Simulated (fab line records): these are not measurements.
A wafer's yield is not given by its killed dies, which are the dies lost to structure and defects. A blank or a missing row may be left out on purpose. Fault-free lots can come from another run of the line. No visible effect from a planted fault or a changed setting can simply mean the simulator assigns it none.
A struck lot beside a sound one -- flow rit cmos -- 19 steps out of a route of 202
Sound: wafers L336.2, L336.4, L336.6. Struck: wafers L344.2, L344.4, L344.5. The cause is named last.
Each step with rows lists, per side, the tool, then ch with its chambers, then its first start. Under that, the readings that differ: sound wafers -- struck wafers -- difference of the means -- sigmas: that difference in standard deviations of wafers without a fault.
alike: a reading whose means differ by less than 2 such deviations, as well as words and numbers matching on both sides. not compared: withheld readings; readings where some wafer has no value; bounds like >300 that might hide an equal value; numbers whose values overlap and for which the record gives no deviation.
Wherever a step has rows on one side only, a row that says differs or no value, or a row with sigmas, the two part there. Numbers that don't overlap but have no deviation are shown without sigmas and don't part them. A reading that every wafer of one side lacks parts them only if that side has two wafers or more.

first, 4 steps without rows for these wafers: RIT_PSD_SOFTBAKE_02 (time 60 s); RIT_PSD_EXPOSE_03 (exposes mask M10, target cd 40900 nm); RIT_PSD_PEB_04; RIT_PSD_DEVELOP_05 (develop time 50 s).
RIT_PSD_OVL_MEAS_06:
  sound on overlay-01 at day 4 14:06; struck on overlay-02 at day 6 12:24
  alike: PSD_OVL
then, 2 steps without rows for these wafers: RIT_PSD_HARDBAKE_07 (time 60 s); RIT_PSD_IMPLANT_08.
RIT_PSD_STRIP_09: strips in O2, time 180 s.
  sound on plasma asher-02 ch 1, day 4 14:26; struck on plasma asher-02 ch 0,1, day 6 12:53
  alike: drypump motor current A, o2 flow sccm
  not compared: rf hours counter h
RIT_PSD_TW_MEAS_10:
  sound on film metro-01 at day 4 14:37; struck on film metro-03 at day 6 13:05
  alike: PSD_TW
then, 3 steps without rows for these wafers: RIT_SDANNEAL_CLEAN_00 (cleans in SC1, time 600 s); RIT_SDANNEAL_CLEAN_01 (cleans in dHF, time 30 s); RIT_SDANNEAL_CLEAN_02 (cleans in SC2, time 600 s).
RIT_SDANNEAL_RTA_03: time 5 s.
  sound on rtp anneal-02 ch 0, day 4 15:02; struck on rtp anneal-02 ch 0, day 6 13:32
  alike: wafer_temp_C_max
RIT_SDANNEAL_RS_MEAS_04: uses a four-point probe to measure.
  sound on film metro-03 at day 4 15:07; struck on film metro-01 at day 6 13:36
reading,sound,struck,difference,sigmas
PSD_RS (ohm/sq),115.4 115.7 115.2,97.5 97.2 97.6,-18.0,-55
RIT_SDANNEAL_RS_MEAS_05: uses a four-point probe to measure.
  sound on film metro-03 at day 4 15:14; struck on film metro-01 at day 6 13:43
reading,sound,struck,difference,sigmas
NSD_RS (ohm/sq),84.56 84.91 84.59,81.40 81.33 81.27,-3.35,-14
RIT_SDANNEAL_RS_MEAS_06: uses a four-point probe to measure.
  sound on film metro-03 at day 4 15:21; struck on film metro-01 at day 6 13:50
reading,sound,struck,difference,sigmas
PLDD_RS (ohm/sq),177.7 177.5 177.9,161.0 160.9 160.7,-16.8,-39
RIT_SDANNEAL_RS_MEAS_07: uses a four-point probe to measure.
  sound on film metro-03 at day 4 15:28; struck on film metro-01 at day 6 13:58
reading,sound,struck,difference,sigmas
NLDD_RS (ohm/sq),150.7 150.8 151.0,148.3 149.1 148.9,-2.1,-4
then, 1 step without rows for these wafers: RIT_SILICIDE_WET_ETCH_00 (etches SiO2 in BOE, target depth 14 nm, time 15 s).
RIT_M1_PROBE_99:
  sound on prober-02 at day 4 23:00; struck on prober-02 at day 6 21:01
  alike: killed at contacts, killed at front end, killed dies, killed open, killed short

## WHERE THEY PART
Earliest at RIT_SDANNEAL_RS_MEAS_04; latest, in this record, at RIT_SDANNEAL_RS_MEAS_07. Later steps at which nothing parts them and some readings are alike: RIT_M1_PROBE_99.

WHY: the cause the simulator had injected
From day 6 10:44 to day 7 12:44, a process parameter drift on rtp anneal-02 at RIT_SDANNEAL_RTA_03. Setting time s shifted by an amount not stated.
